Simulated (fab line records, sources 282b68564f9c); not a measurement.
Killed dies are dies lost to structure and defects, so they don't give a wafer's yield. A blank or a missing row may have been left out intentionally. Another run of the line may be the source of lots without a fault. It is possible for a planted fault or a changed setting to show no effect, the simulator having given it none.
What tool caused it? || flow ritCmos || 14 lots with 42 wafers sampled at 2 steps, on a route of 202 steps

WHAT THE GAUGES SHOWED, per wafer
RIT_FOX1_THK_MEAS_01.
{"lot": "L408", "measured": "day 1 18:22", "on": "filmMetro-03", "FOX1_OXIDE_THK (nm)": "360 364 363"}
{"lot": "L409", "measured": "day 1 22:44", "on": "filmMetro-01", "FOX1_OXIDE_THK (nm)": "359 358 363"}
{"lot": "L410", "measured": "day 2 02:52", "on": "filmMetro-04", "FOX1_OXIDE_THK (nm)": "352 348 353"}
{"lot": "L411", "measured": "day 2 07:59", "on": "filmMetro-04", "FOX1_OXIDE_THK (nm)": "334 341 336"}
{"lot": "L412", "measured": "day 2 13:08", "on": "filmMetro-04", "FOX1_OXIDE_THK (nm)": "350 355 350"}
{"lot": "L413", "measured": "day 2 17:51", "on": "filmMetro-01", "FOX1_OXIDE_THK (nm)": "358 358 356"}
{"lot": "L415", "measured": "day 3 04:13", "on": "filmMetro-03", "FOX1_OXIDE_THK (nm)": "355 360 353"}
{"lot": "L416", "measured": "day 3 09:35", "on": "filmMetro-03", "FOX1_OXIDE_THK (nm)": "343 340 343"}
{"lot": "L418", "measured": "day 3 20:01", "on": "filmMetro-01", "FOX1_OXIDE_THK (nm)": "341 347 345"}
{"lot": "L419", "measured": "day 4 02:40", "on": "filmMetro-01", "FOX1_OXIDE_THK (nm)": "352 357 355"}
{"lot": "L422", "measured": "day 4 15:40", "on": "filmMetro-04", "FOX1_OXIDE_THK (nm)": "342 340 337"}
{"lot": "L424", "measured": "day 5 00:57", "on": "filmMetro-04", "FOX1_OXIDE_THK (nm)": "350 341 342"}
{"lot": "L425", "measured": "day 5 06:52", "on": "filmMetro-01", "FOX1_OXIDE_THK (nm)": "395 391 391"}
{"lot": "L427", "measured": "day 5 15:49", "on": "filmMetro-04", "FOX1_OXIDE_THK (nm)": "390 391 393"}

WHICH TOOL RAN EACH LOT (tool, then ch and the chambers of the sampled wafers, then the start)
{"lot": "L408", "RIT_FOX1_OXIDATION_00": "furnace-01 ch 0, day 1 17:03"}
{"lot": "L409", "RIT_FOX1_OXIDATION_00": "furnace-02 ch 0, day 1 21:25"}
{"lot": "L410", "RIT_FOX1_OXIDATION_00": "furnace-01 ch 0, day 2 01:31"}
{"lot": "L411", "RIT_FOX1_OXIDATION_00": "furnace-03 ch 0, day 2 06:41"}
{"lot": "L412", "RIT_FOX1_OXIDATION_00": "furnace-01 ch 0, day 2 11:49"}
{"lot": "L413", "RIT_FOX1_OXIDATION_00": "furnace-01 ch 0, day 2 16:32"}
{"lot": "L415", "RIT_FOX1_OXIDATION_00": "furnace-03 ch 0, day 3 02:53"}
{"lot": "L416", "RIT_FOX1_OXIDATION_00": "furnace-03 ch 0, day 3 08:15"}
{"lot": "L418", "RIT_FOX1_OXIDATION_00": "furnace-03 ch 0, day 3 18:42"}
{"lot": "L419", "RIT_FOX1_OXIDATION_00": "furnace-01 ch 0, day 4 01:20"}
{"lot": "L422", "RIT_FOX1_OXIDATION_00": "furnace-03 ch 0, day 4 14:20"}
{"lot": "L424", "RIT_FOX1_OXIDATION_00": "furnace-03 ch 0, day 4 23:38"}
{"lot": "L425", "RIT_FOX1_OXIDATION_00": "furnace-03 ch 0, day 5 05:33"}
{"lot": "L427", "RIT_FOX1_OXIDATION_00": "furnace-03 ch 0, day 5 14:30"}
- RIT_FOX1_OXIDATION_00: target thk 350.7 nm, ox time 1130 s.

WHAT THE TOOLS THEMSELVES READ (means of the sampled wafers that have a number; where no wafer has one, the mark that the record gives instead)
RIT_FOX1_OXIDATION_00.
{"lot": "L408", "tool": "furnace-01", "spikeTcCentreC (C)": 1101.6, "spikeTcLoadC (C)": 1128.6, "spikeTcSourceC (C)": 1118, "tubeCenterTempC (C)": 1099.9, "tube_center_temp_C_max": 1102.8, "zonePowerCentrePct (%)": 55}
{"lot": "L409", "tool": "furnace-02", "spikeTcCentreC (C)": 1102.3, "spikeTcLoadC (C)": 1125.1, "spikeTcSourceC (C)": 1129, "tubeCenterTempC (C)": 1100.0, "tube_center_temp_C_max": 1102.7, "zonePowerCentrePct (%)": 56}
{"lot": "L410", "tool": "furnace-01", "spikeTcCentreC (C)": 1101.8, "spikeTcLoadC (C)": 1128.7, "spikeTcSourceC (C)": 1118, "tubeCenterTempC (C)": 1100.0, "tube_center_temp_C_max": 1102.6, "zonePowerCentrePct (%)": 55}
{"lot": "L411", "tool": "furnace-03", "spikeTcCentreC (C)": 1103.5, "spikeTcLoadC (C)": 1129.1, "spikeTcSourceC (C)": 1125, "tubeCenterTempC (C)": 1100.0, "tube_center_temp_C_max": 1102.3, "zonePowerCentrePct (%)": 45}
{"lot": "L412", "tool": "furnace-01", "spikeTcCentreC (C)": 1101.4, "spikeTcLoadC (C)": 1128.5, "spikeTcSourceC (C)": 1119, "tubeCenterTempC (C)": 1099.8, "tube_center_temp_C_max": 1102.9, "zonePowerCentrePct (%)": 54}
{"lot": "L413", "tool": "furnace-01", "spikeTcCentreC (C)": 1101.9, "spikeTcLoadC (C)": 1129.0, "spikeTcSourceC (C)": 1118, "tubeCenterTempC (C)": 1100.0, "tube_center_temp_C_max": 1102.9, "zonePowerCentrePct (%)": 55}
{"lot": "L415", "tool": "furnace-03", "spikeTcCentreC (C)": 1103.1, "spikeTcLoadC (C)": 1128.7, "spikeTcSourceC (C)": 1126, "tubeCenterTempC (C)": 1100.1, "tube_center_temp_C_max": 1103.1, "zonePowerCentrePct (%)": 45}
{"lot": "L416", "tool": "furnace-03", "spikeTcCentreC (C)": 1103.2, "spikeTcLoadC (C)": 1129.2, "spikeTcSourceC (C)": 1125, "tubeCenterTempC (C)": 1099.9, "tube_center_temp_C_max": 1102.8, "zonePowerCentrePct (%)": 45}
{"lot": "L418", "tool": "furnace-03", "spikeTcCentreC (C)": 1102.2, "spikeTcLoadC (C)": 1128.0, "spikeTcSourceC (C)": 1125, "tubeCenterTempC (C)": 1100.0, "tube_center_temp_C_max": 1102.7, "zonePowerCentrePct (%)": 45}
{"lot": "L419", "tool": "furnace-01", "spikeTcCentreC (C)": 1102.0, "spikeTcLoadC (C)": 1128.7, "spikeTcSourceC (C)": 1119, "tubeCenterTempC (C)": 1100.0, "tube_center_temp_C_max": 1102.6, "zonePowerCentrePct (%)": 54}
{"lot": "L422", "tool": "furnace-03", "spikeTcCentreC (C)": 1103.0, "spikeTcLoadC (C)": 1128.3, "spikeTcSourceC (C)": 1126, "tubeCenterTempC (C)": 1100.1, "tube_center_temp_C_max": 1103.0, "zonePowerCentrePct (%)": 45}
{"lot": "L424", "tool": "furnace-03", "spikeTcCentreC (C)": 1104.0, "spikeTcLoadC (C)": 1127.5, "spikeTcSourceC (C)": 1126, "tubeCenterTempC (C)": 1100.0, "tube_center_temp_C_max": 1102.6, "zonePowerCentrePct (%)": 45}
{"lot": "L425", "tool": "furnace-03", "spikeTcCentreC (C)": 1128.2, "spikeTcLoadC (C)": 1153.9, "spikeTcSourceC (C)": 1150, "tubeCenterTempC (C)": 1125.0, "tube_center_temp_C_max": 1127.5, "zonePowerCentrePct (%)": 46}
{"lot": "L427", "tool": "furnace-03", "spikeTcCentreC (C)": 1127.4, "spikeTcLoadC (C)": 1153.3, "spikeTcSourceC (C)": 1152, "tubeCenterTempC (C)": 1125.1, "tube_center_temp_C_max": 1127.9, "zonePowerCentrePct (%)": 46}

THE ANSWER, worked out from the rows above alone
Rule: the lots themselves supply what counts as usual. The widest of any qualifying gaps counts: lots, ordered by their means at a reading, are off when they make up no more than a third of the lots, leave a main group of 4 or more, and stand apart from it by 3 or more times the standard deviation of that group's means. A main group is skipped when, at the precision printed for the reading in the tables above, its means are all equal. A lot without any number at a reading at which 4 lots or more have one is off too. All remaining lots with rows at the step are treated as sound. After the gauges, taken in route order, come the tools' own readings; for these a lot's mean is taken, as printed above. At the first step where some lot is off, the reading lying furthest off is the one used; lots without a number count as furthest.
Off: L425, L427, seen at RIT_FOX1_THK_MEAS_01 (FOX1_OXIDE_THK). Mean 350 nm and standard deviation 8 in the main group.
A tool fits if, at a process step before that reading, it ran every lot that is off, and no sound lot after the first of them. Not tried: the gauges at RIT_FOX1_THK_MEAS_01; whatever is off there is also off at RIT_FOX1_OXIDATION_00, on other tools, and gauge error can't account for it. One fits: RIT_FOX1_OXIDATION_00 on furnace-03. Its last sound lot is L424 (day 4 23:38), its first lot that is off L425 (day 5 05:33): a fault that began between those two fits.
The tool's own readings at RIT_FOX1_OXIDATION_00 bear it out: on the lots that are off they differ by more than 5 times the standard deviation of the sound lots' means. spikeTcCentreC reads 1127.8 C there against 1102.5 C on the sound lots; spikeTcLoadC reads 1153.6 C there against 1128.3 C on the sound lots; spikeTcSourceC reads 1151 C there against 1123 C on the sound lots; tubeCenterTempC reads 1125.0 C there against 1100.0 C on the sound lots; tube_center_temp_C_max reads 1127.7 there against 1102.8 on the sound lots.

WHAT HAD BEEN PUT IN BY THE SIMULATOR
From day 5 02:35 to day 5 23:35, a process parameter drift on furnace-03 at RIT_FOX1_OXIDATION_00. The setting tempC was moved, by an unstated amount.
Lots struck among those shown: L425, L427. The rule above reached the same finding.
